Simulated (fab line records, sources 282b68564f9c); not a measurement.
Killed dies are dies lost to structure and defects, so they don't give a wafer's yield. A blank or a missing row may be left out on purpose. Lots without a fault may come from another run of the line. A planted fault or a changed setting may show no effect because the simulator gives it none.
fab line records | flow rit_cmos
record lots=14 wafers=41 last_day=8
route steps=202 shown FOX2@24 PWELL@48 NRETRO@59 GATE@83 M1@202
lots that met no fault: from a run of the same line without faults
start_h: hours from the record's first day to the start of the lot's first wafer shown | wait_h: hours since the lot's step before | " the same as in the row above | L1.1+2: a row that stands for several wafers | - no value, or no start given | * or withheld: withheld | < > ~ a bound
route shown NAME@n: a module of which the file shows steps, and the number in the route of the first | usual: mean/standard deviation of fault-free wafers | same: alike in all rows | chamber/n: place in a boat | sites: the reading at each site | _std_site: their standard deviation | _edge_site: outer sites' mean less inner sites' | radius_mm: how far each site lies from the wafer's centre | mask NAME#n: copy n | behind: the tool/chamber that last shaped the wafer | hold: why the lot was held/for how many hours/how that ended | device: the transistor (n, p or np) that didn't switch | end of line: the same wafers' tests at the end of the route | a step without rows: its recipe alone | killed: dies lost to structure and defects at the first sort, not the wafer's yield | map: a wafer's dies, x killed, . not, _ none there
set.NAME: the setting as run; set.NAME@STEP: as run at that earlier step | model.NAME: the simulator's own value behind a step, which no gauge read
steps of the route over a sample of lots; a table a step, a row a wafer
services: from which hour (start_h, from the record's first day; less than 0 if before it) a tool's chamber was out of use, for how many hours, and why
## steps
# step RIT_FOX2_THK_MEAS_01
# recipe reads=SiO2_of_FOX2_OXIDATION_00
# usual FOX2_OXIDE_THK=348/5.5
# columns lot.wafer tool chamber start_h wait_h FOX2_OXIDE_THK[nm]
L157.1 film_metro-04 - 27.67 0.0 346
L157.2 " - " " 340
L157.3 " - " " 344
L159.1 film_metro-03 - 35.55 0.0 353
L159.2 " - " " 349
L159.6 " - " " 350
L160.2 film_metro-03 - 40.00 0.0 341
L160.3 " - " " 343
L160.5 " - " " 345
L161.3 film_metro-02 - 45.57 0.0 344
L161.4 " - " " 341
L161.6 " - " " 338
L163.1 film_metro-04 - 54.39 0.0 357
L163.2 " - " " 356
L163.3 " - " " 353
L165.1 film_metro-02 - 64.80 0.0 346
L165.4 " - " " 346
L165.6 " - " " 348
L168.1 film_metro-04 - 78.43 0.0 346
L168.2 " - " " 339
L168.5 " - " " 344
L172.4 film_metro-04 - 98.89 0.0 346
L172.5 " - " " 350
L173.1 film_metro-04 - 105.14 0.0 350
L173.2 " - " " 354
L173.3 " - " " 354
L174.3 film_metro-02 - 109.45 0.0 348
L174.4 " - " " 346
L174.5 " - " " 348
L175.2 film_metro-03 - 113.52 0.0 339
L175.4 " - " " 345
L175.5 " - " " 340
L176.1 film_metro-02 - 118.82 0.0 351
L176.3 " - " " 342
L176.6 " - " " 351
L177.1 film_metro-02 - 123.37 0.0 350
L177.2 " - " " 359
L177.5 " - " " 361
L178.1 film_metro-02 - 130.11 0.0 358
L178.2 " - " " 356
L178.6 " - " " 356
# step RIT_PWELL_STRIP_09
# recipe chemistry=O2 time_s=180 resist=NOVOLAK platen_temp_c=withheld power_w=500 pressure_mtorr=4000 o2_flow_sccm=4000
# usual chamber_pressure_mTorr=4000/3.9 drypump_motor_current_A=5.6/0.34 o2_flow_sccm=4000/10
# columns lot.wafer tool chamber start_h wait_h chamber_pressure_mTorr drypump_motor_current_A o2_flow_sccm rf_hours_counter_h
L157.1 plasma_asher-02 1 31.86 0.1 4001 5.5 3998 40
L157.2 " 0 " " 3996 6.1 4011 40
L157.3 " 1 " " 3994 5.5 4005 -
L159.1 plasma_asher-04 0 40.51 0.1 3997 5.0 3976 38
L159.2 " 1 " " 4001 5.4 4006 38
L159.6 " 0 " " 3998 5.0 3986 -
L160.2 plasma_asher-04 0 43.94 0.1 4000 5.1 4011 38
L160.3 " 1 " " 3999 5.4 4008 -
L160.5 " 0 " " 3999 5.0 3998 -
L161.3 plasma_asher-02 1 49.54 0.1 3998 5.5 3996 -
L161.4 " 0 " " 3997 6.0 4004 -
L161.6 " 0 " " 4001 6.1 3981 -
L163.1 plasma_asher-04 1 58.34 0.1 4002 5.4 4009 41
L163.2 " 0 " " 4005 5.0 3992 41
L163.3 " 0 " " 4000 5.0 4004 -
L165.1 plasma_asher-02 0 69.28 0.1 4003 6.1 3984 45
L165.4 " 0 " " 3998 6.1 4012 -
L165.6 " 1 " " 3994 5.5 4024 -
L168.1 plasma_asher-02 0 82.56 0.1 3997 6.1 3197 47
L168.2 " 1 " " 4006 5.5 4011 47
L168.5 " 0 " " 4005 6.1 3186 -
L172.4 plasma_asher-02 0 102.80 0.1 4001 6.1 3191 -
L172.5 " 1 " " 3998 5.5 4015 -
L173.1 plasma_asher-03 1 109.04 0.1 4004 6.0 3990 27
L173.2 " 0 " " 4001 5.6 3984 27
L173.3 " 1 " " 4002 6.0 3998 -
L174.3 plasma_asher-04 0 113.74 0.1 3999 5.0 4003 -
L174.4 " 1 " " 3996 5.4 3999 -
L174.5 " 1 " " 4001 5.4 4003 -
L175.2 plasma_asher-03 1 117.51 0.1 3999 6.0 4005 29
L175.4 " 1 " " 4004 5.9 4015 -
L175.5 " 0 " " 4005 5.6 4009 -
L176.1 plasma_asher-03 0 122.82 0.1 4004 5.6 4000 29
L176.3 " 0 " " 4001 5.6 3979 -
L176.6 " 0 " " 3998 5.6 4000 -
L177.1 plasma_asher-03 0 127.61 0.1 3999 5.6 3989 30
L177.2 " 1 " " 4006 6.0 4011 30
L177.5 " 1 " " 4004 6.0 4007 -
L178.1 plasma_asher-03 1 134.11 0.1 4000 6.0 4018 30
L178.2 " 0 " " 3996 5.6 3998 30
L178.6 " 0 " " 4003 5.6 3999 -
# step RIT_NRETRO_OVL_MEAS_06
# usual NRETRO_OVL=1.8/1.2
# columns lot.wafer tool chamber start_h wait_h NRETRO_OVL[nm]
L157.1 overlay-02 - 38.30 - 2.4
L157.2 " - " " 1.9
L157.3 " - " " 1.6
L159.1 overlay-02 - 46.98 - 0.9
L159.2 " - " " 2.3
L159.6 " - " " 3.3
L160.2 overlay-01 - 50.66 - 4.4
L160.3 " - " " 2.2
L160.5 " - " " 2.2
L161.3 overlay-01 - 55.93 - 1.2
L161.4 " - " " 0.7
L161.6 " - " " 1.1
L163.1 overlay-01 - 64.78 - 2.8
L163.2 " - " " 1.6
L163.3 " - " " 2.4
L165.1 overlay-01 - 75.71 - -0.4
L165.4 " - " " -0.5
L165.6 " - " " 0.3
L168.1 overlay-02 - 89.77 - 1.4
L168.2 " - " " 1.4
L168.5 " - " " 0.8
L172.4 overlay-01 - 109.81 - 5.1
L172.5 " - " " 2.9
L173.1 overlay-01 - 115.47 - 3.5
L173.2 " - " " 3.2
L173.3 " - " " 3.2
L174.3 overlay-02 - 120.32 - 0.3
L174.4 " - " " 2.1
L174.5 " - " " 1.4
L175.2 overlay-01 - 125.03 - 4.3
L175.4 " - " " 1.0
L175.5 " - " " 2.1
L176.1 overlay-01 - 129.33 - 2.7
L176.3 " - " " 3.6
L176.6 " - " " 2.9
L177.1 overlay-02 - 134.17 - 1.5
L177.2 " - " " 3.3
L177.5 " - " " 2.1
L178.1 overlay-02 - 140.55 - 2.2
L178.2 " - " " 2.0
L178.6 " - " " 1.4
# step RIT_GATE_THK_MEAS_07
# recipe reads=SiO2_of_GATE_OXIDATION_05
# usual GATE_OXIDE_THK=2.99/0.061
# columns lot.wafer tool chamber start_h wait_h GATE_OXIDE_THK[nm]
L157.1 film_metro-03 - 43.38 0.0 2.90
L157.2 " - " " 2.96
L157.3 " - " " 2.95
L159.1 film_metro-04 - 51.20 0.0 3.03
L159.2 " - " " 3.00
L159.6 " - " " 3.10
L160.2 film_metro-04 - 57.99 0.0 2.96
L160.3 " - " " 3.00
L160.5 " - " " 2.86
L161.3 film_metro-02 - 60.02 0.0 2.92
L161.4 " - " " 2.99
L161.6 " - " " 2.92
L163.1 film_metro-03 - 68.80 0.0 3.07
L163.2 " - " " 3.14
L163.3 " - " " 3.07
L165.1 film_metro-04 - 81.32 0.0 2.94
L165.4 " - " " 2.94
L165.6 " - " " 3.01
L168.1 film_metro-04 - 96.28 0.0 2.97
L168.2 " - " " 2.95
L168.5 " - " " 2.99
L172.4 film_metro-03 - 113.95 0.0 2.98
L172.5 " - " " 2.87
L173.1 film_metro-04 - 119.96 0.0 3.00
L173.2 " - " " 3.00
L173.3 " - " " 3.02
L174.3 film_metro-02 - 124.68 0.0 3.00
L174.4 " - " " 2.98
L174.5 " - " " 3.01
L175.2 film_metro-02 - 129.07 0.0 2.97
L175.4 " - " " 2.99
L175.5 " - " " 3.02
L176.1 film_metro-03 - 133.48 0.0 3.00
L176.3 " - " " 3.02
L176.6 " - " " 2.96
L177.1 film_metro-02 - 138.62 0.0 3.08
L177.2 " - " " 3.05
L177.5 " - " " 2.98
L178.1 film_metro-02 - 145.04 0.0 2.98
L178.2 " - " " 2.96
L178.6 " - " " 3.01
# step RIT_M1_PROBE_99
# usual killed_at_M0_to_M3=0.0/0.16 killed_at_contacts=0.1/0.25 killed_at_front_end=7/3.2 killed_dies=7/3.2 killed_open=3.5/2.1 killed_short=3.5/2.1
# same gross_dies=264 killed_at_M4_up=0 killed_at_back_side=0 killed_at_other=0
# columns lot.wafer tool chamber start_h wait_h killed_at_M0_to_M3 killed_at_contacts killed_at_front_end killed_dies killed_open killed_short
L160.2 prober-02 - 82.99 0.1 0 0 8 8 5 3
L160.3 prober-02 - 83.04 0.2 0 1 8 9 3 6
L160.5 prober-02 - 83.14 0.2 0 1 6 7 3 4
L165.1 prober-01 - 104.57 0.1 0 0 9 9 3 6
L165.4 prober-01 - 104.72 0.2 0 0 3 3 1 2
L165.6 prober-01 - 104.82 0.2 0 0 2 2 1 1
L172.4 prober-01 - 138.11 0.2 0 0 2 2 1 1
L172.5 prober-01 - 138.16 0.2 0 0 2 2 2 0
L173.1 prober-02 - 142.86 0.1 0 0 13 13 7 6
L173.2 prober-02 - 142.91 0.1 1 1 5 7 3 4
L173.3 prober-02 - 142.96 0.2 0 0 12 12 6 6
L177.1 prober-02 - 174.10 0.1 0 0 5 5 5 0
L177.2 prober-02 - 174.15 0.1 0 0 8 8 6 2
L177.5 prober-02 - 174.30 0.2 0 0 7 7 2 5
L178.1 prober-01 - 181.02 0.1 0 0 11 11 5 6
L178.2 prober-01 - 181.07 0.1 0 0 9 9 5 4
L178.6 prober-01 - 181.27 0.2 0 0 2 2 2 0
# killed by level:class
L160.2 FOX1:geometric_particle:short=2 SPACER:geometric_particle:open=2 FOX1:geometric_particle:open=1 GATE:geometric_particle:open=1 REOX:geometric_particle:open=1 SPACER:geometric_particle:short=1
L160.3 GATE:geometric_particle:open=3 REOX:geometric_particle:short=2 FOX1:geometric_particle:short=1 FOX2:geometric_particle:short=1 GATE:geometric_particle:short=1 CONTACT:geometric_particle:short=1
L160.5 FOX1:geometric_particle:short=2 FOX2:geometric_particle:open=2 FOX1:geometric_particle:open=1 GATE:geometric_particle:short=1 CONTACT:geometric_particle:short=1
L165.1 GATE:geometric_particle:open=3 GATE:geometric_particle:short=3 FOX2:geometric_particle:short=1 REOX:geometric_particle:short=1 SILICIDE:geometric_particle:short=1
L165.4 GATE:geometric_particle:short=2 FOX1:geometric_particle:open=1
L165.6 FOX2:geometric_particle:open=1 SILICIDE:geometric_particle:short=1
L172.4 SPACER:geometric_particle:open=1 SILICIDE:geometric_particle:short=1
L172.5 FOX2:geometric_particle:open=1 GATE:geometric_particle:open=1
L173.1 GATE:geometric_particle:short=4 SPACER:geometric_particle:open=3 FOX1:geometric_particle:open=2 FOX1:geometric_particle:short=1 FOX2:geometric_particle:open=1 GATE:geometric_particle:open=1 SPACER:geometric_particle:short=1
L173.2 GATE:geometric_particle:short=3 FOX1:geometric_particle:short=1 SPACER:geometric_particle:open=1 CONTACT:geometric_particle:open=1 M1:geometric_particle:open=1
L173.3 FOX1:geometric_particle:open=4 GATE:geometric_particle:short=2 FOX1:geometric_particle:short=1 FOX2:geometric_particle:open=1 FOX2:geometric_particle:short=1 REOX:geometric_particle:short=1 SPACER:geometric_particle:open=1 SPACER:geometric_particle:short=1
L177.1 FOX2:geometric_particle:open=4 SPACER:geometric_particle:open=1
L177.2 FOX1:geometric_particle:open=3 GATE:geometric_particle:open=2 FOX1:geometric_particle:short=1 FOX2:geometric_particle:open=1 REOX:geometric_particle:short=1
L177.5 SILICIDE:geometric_particle:short=2 FOX2:geometric_particle:open=1 FOX2:geometric_particle:short=1 GATE:geometric_particle:open=1 GATE:geometric_particle:short=1 REOX:geometric_particle:short=1
L178.1 GATE:geometric_particle:open=3 GATE:geometric_particle:short=2 FOX1:geometric_particle:short=1 REOX:geometric_particle:open=1 REOX:geometric_particle:short=1 SPACER:geometric_particle:short=1 SILICIDE:geometric_particle:short=1 SILICIDE:geometric_particle:open=1
L178.2 FOX2:geometric_particle:open=2 GATE:geometric_particle:short=2 SILICIDE:geometric_particle:open=2 GATE:geometric_particle:open=1 REOX:geometric_particle:short=1 SILICIDE:geometric_particle:short=1
L178.6 REOX:geometric_particle:open=1 SPACER:geometric_particle:open=1
## services
# columns tool chamber start_h hours kind
plasma_asher-04 - 14.78 0.4 repair
plasma_asher-03 - 34.16 28.1 pm
plasma_asher-02 - 60.59 2.8 repair
plasma_asher-02 - 108.92 9.0 pm
plasma_asher-02 0 108.92 9.0 vent_cycle
plasma_asher-02 1 108.92 9.0 vent_cycle
plasma_asher-02 0 117.92 - clean
plasma_asher-02 1 117.92 - clean
## key
first_sign step=RIT_PWELL_STRIP_09 reading=o2_flow_sccm direction=down sigmas=79 usual=4000 struck=3191
effect none on later readings
met_at RIT_PWELL_STRIP_09
struck_lots L168,L172
struck_wafers L168.1,L168.5,L172.4
tester_left_out L168,L172
not_acting_at RIT_FOX2_THK_MEAS_01,RIT_NRETRO_OVL_MEAS_06,RIT_GATE_THK_MEAS_07
onset_between 69.28 82.56
fault kind=process_parameter_drift tool=plasma_asher-02 chamber=0 onset_h=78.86 steps=RIT_PWELL_STRIP_09 channel=o2_flow_sccm offset=-800 shape=step end_h=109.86 acts_in=these_recipes_only stated=4000
# tester_left_out: of these lots the tester's yield and bins aren't shown, on N5 and GAA mostly nor the transistor test; their killed dies are dies lost to structure and defects alone, not to doping, threshold or leakage, so they don't give the yield
